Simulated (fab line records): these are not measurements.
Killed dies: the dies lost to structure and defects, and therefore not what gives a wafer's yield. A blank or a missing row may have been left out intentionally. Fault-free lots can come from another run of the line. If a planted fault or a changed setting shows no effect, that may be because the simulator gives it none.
Struck lot and sound lot, side by side || flow rit_cmos || 15 steps out of a route of 202
Sound: wafers L832.1, L832.3, L832.5. Struck: wafer L841.5. (L841.1, L841.6 of the same lot were not struck and are left out.) The cause comes at the end.
For every step that has rows: the tool of each side, followed by ch and its chambers, followed by its first start. Under that, the readings that differ: sound wafers || struck wafers || difference of the means || sigmas: that difference in standard deviations of wafers without a fault.
alike: readings with means less than 2 such deviations apart, plus words and numbers identical on both sides. not compared: withheld readings, readings lacking a value on some wafer, bounds such as >300 that could conceal the same value, and numbers that have no deviation in the record and whose values overlap.
The two part at a step that has a row with sigmas, a row that says differs or no value, or rows on one side only. Numbers that have no deviation but don't overlap get no sigmas and don't part them. A reading that every wafer of one side lacks parts them only if that side has two wafers or more.

RIT_SILICIDE_RTA_06: time 10 s, ramp up 5 s, ramp down 10 s.
  sound on rtp_anneal-02 ch 0, day 3 15:32; struck on rtp_anneal-01 ch 0, day 5 12:54
  alike: anneal_temp_c_max, chamber_o2_ppm, wafer_temp_C_max
RIT_CONTACT_CVD_00: deposits SiO2 from TEOS, target thk 400 nm, time 61 s.
  sound on pecvd-02 ch 0,1,2, day 3 15:37; struck on pecvd-02 ch 0, day 5 12:58
  alike: heater_power_w
RIT_CONTACT_THK_MEAS_01:
  sound on film_metro-04 at day 3 15:40; struck on film_metro-02 at day 5 13:01
  alike: CONTACT_TEOS_THK
then, 2 steps without rows for these wafers: RIT_CONTACT_HMDS_02 (prime time 60 s); RIT_CONTACT_COAT_03 (resist thk 1000 nm).
RIT_CONTACT_SOFTBAKE_04: time 62.18 s.
  sound on litho_track-04 ch 0, day 3 16:01; struck on litho_track-04 ch 0, day 5 13:22
  alike: plate_sensor_t_centre_C, plate_sensor_t_edge_C
then, 3 steps without rows for these wafers: RIT_CONTACT_EXPOSE_05 (exposes mask M11, target cd 1000 nm); RIT_CONTACT_PEB_06; RIT_CONTACT_DEVELOP_07 (develop time 120 s).
RIT_CONTACT_CD_MEAS_08 targets a cd of 1000 nm.
  sound on cd_sem-01 at day 3 16:49; struck on cd_sem-02 at day 5 14:02
  alike: cd_nm
RIT_CONTACT_OVL_MEAS_09:
  sound on overlay-01 at day 3 16:56; struck on overlay-01 at day 5 14:10
{"reading": "CONTACT_OVL (nm)", "sound": "-0.9 -1.3 -1.2", "struck": 2.4, "difference": "+3.5", "sigmas": "+3"}
then, 1 step without rows for these wafers: RIT_CONTACT_HARDBAKE_10 (time 60 s).
RIT_CONTACT_ETCH_11: etches SiO2 in CHF3/CF4/Ar, stops on TiSi2, target depth 480 nm, time 320 s.
  sound on rie_diel-03 ch 0,2, day 3 17:07; struck on rie_diel-03 ch 0, day 5 14:21
{"reading": "model.NOVOLAK_of_CONTACT_COAT_03.thk_nm (nm)", "sound": "764.4 762.6 764.4", "struck": 757.4, "difference": -6.4, "sigmas": ""}
  alike: drypump_motor_current_A, oes_product_au, throttle_valve_pct
  not compared: rf_hours_counter_h
RIT_CONTACT_STRIP_12: strips in O2, time 180 s.
  sound on plasma_asher-01 ch 0,1, day 3 17:19; struck on plasma_asher-02 ch 0, day 5 14:32
  alike: drypump_motor_current_A
  not compared: rf_hours_counter_h
RIT_M1_PROBE_99:
  sound on prober-01 at day 3 22:07; struck on prober-02 at day 5 19:25
{"reading": "model.etest.nmos_0p15.junction_log10_a_um", "sound": "-13.43 -13.55 -13.7", "struck": -12.84, "difference": "+0.72", "sigmas": ""}
{"reading": "model.etest.nmos_narrow.off_log10_a_um", "sound": "-13.21 -13.25 -13.34", "struck": -12.69, "difference": "+0.58", "sigmas": ""}
{"reading": "model.etest.nmos_0p3.off_log10_a_um", "sound": "-13.04 -13.08 -13.08", "struck": -12.78, "difference": "+0.29", "sigmas": ""}
{"reading": "model.etest.gate_end_array.leak_log10_a_um", "sound": "-12.92 -12.93 -12.98", "struck": -12.63, "difference": "+0.31", "sigmas": ""}
{"reading": "model.etest.pmos_0p15.junction_log10_a_um", "sound": "-13.81 -13.73 -13.77", "struck": -13.69, "difference": "+0.08", "sigmas": ""}
{"reading": "model.etest.antenna_contact.vt_shift_v (V)", "sound": "-0.01477 -0.01118 -0.01391", "struck": -0.02108, "difference": -0.00779, "sigmas": ""}
  alike: killed_at_front_end, killed_dies, killed_open, killed_short

## WHERE THEY PART
RIT_CONTACT_OVL_MEAS_09 only, going by this record. Later steps at which nothing parts them and some readings are alike: RIT_CONTACT_ETCH_11, RIT_CONTACT_STRIP_12, RIT_M1_PROBE_99.

WHY: the cause the simulator had injected
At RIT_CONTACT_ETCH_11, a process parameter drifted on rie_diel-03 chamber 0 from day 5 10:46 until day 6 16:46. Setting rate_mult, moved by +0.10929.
